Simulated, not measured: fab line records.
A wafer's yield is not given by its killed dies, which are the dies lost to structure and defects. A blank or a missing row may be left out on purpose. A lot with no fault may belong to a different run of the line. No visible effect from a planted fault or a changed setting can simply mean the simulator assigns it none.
Which tool did it? ; flow berkeley cmos170 ; 7 lots with 21 wafers sampled at 2 steps, on a route of 331 steps

## WHAT EACH GAUGE READ, for each wafer
UCB170_PLDD_TW_MEAS_11.
lot;measured;on;PLDD_TW
L541;day 7 18:00;film metro-03;1007 1017 1011
L545;day 9 08:34;film metro-01;997 1002 997
L548;day 9 09:44;film metro-01;1139 1138 1132
L551;day 9 17:46;film metro-02;1140 1138 1138
L554;day 11 01:31;film metro-02;1006 1001 1003
L559;day 11 18:31;film metro-03;1004 1010 1004
L561;day 11 18:49;film metro-02;1007 1009 1010

## EACH LOT AND THE TOOL THAT RAN IT (in order: tool; ch and the chambers of the sampled wafers; start)
lot;UCB170_PLDD_IMPLANT_09
L541;implanter-04 ch 0, day 7 17:45
L545;implanter-03 ch 0, day 9 08:21
L548;implanter-02 ch 0, day 9 09:09
L551;implanter-04 ch 0, day 9 17:11
L554;implanter-03 ch 0, day 11 01:13
L559;implanter-04 ch 0, day 11 18:16
L561;implanter-04 ch 0, day 11 18:34
- UCB170_PLDD_IMPLANT_09

## THE ANSWER, worked out from the rows above alone
Rule: what is usual is taken from the lots themselves. Put in order of their means at a reading, lots are off if they are a third of the lots or fewer, leave a main group of 4 or more, and stand apart from it by a gap of 3 or more times the standard deviation of the main group's means; of several such gaps the widest counts. If all means in a main group match to the digits the tables above print for the reading, that group is not used. Also off: a lot with no number at a reading for which 4 or more lots have one. The other lots that the step has rows for count as sound.
Off: at UCB170_PLDD_TW_MEAS_11 (PLDD_TW), L548, L551. Mean 1006 and standard deviation 4.5 in the main group.
If a tool, at a process step before that reading, ran all the lots that are off and no sound lot after the first of them, it fits. Those tools and the gauges at UCB170_PLDD_TW_MEAS_11 are tried in the same way. None of those tried fits.

## WHAT WAS PUT IN BY THE SIMULATOR
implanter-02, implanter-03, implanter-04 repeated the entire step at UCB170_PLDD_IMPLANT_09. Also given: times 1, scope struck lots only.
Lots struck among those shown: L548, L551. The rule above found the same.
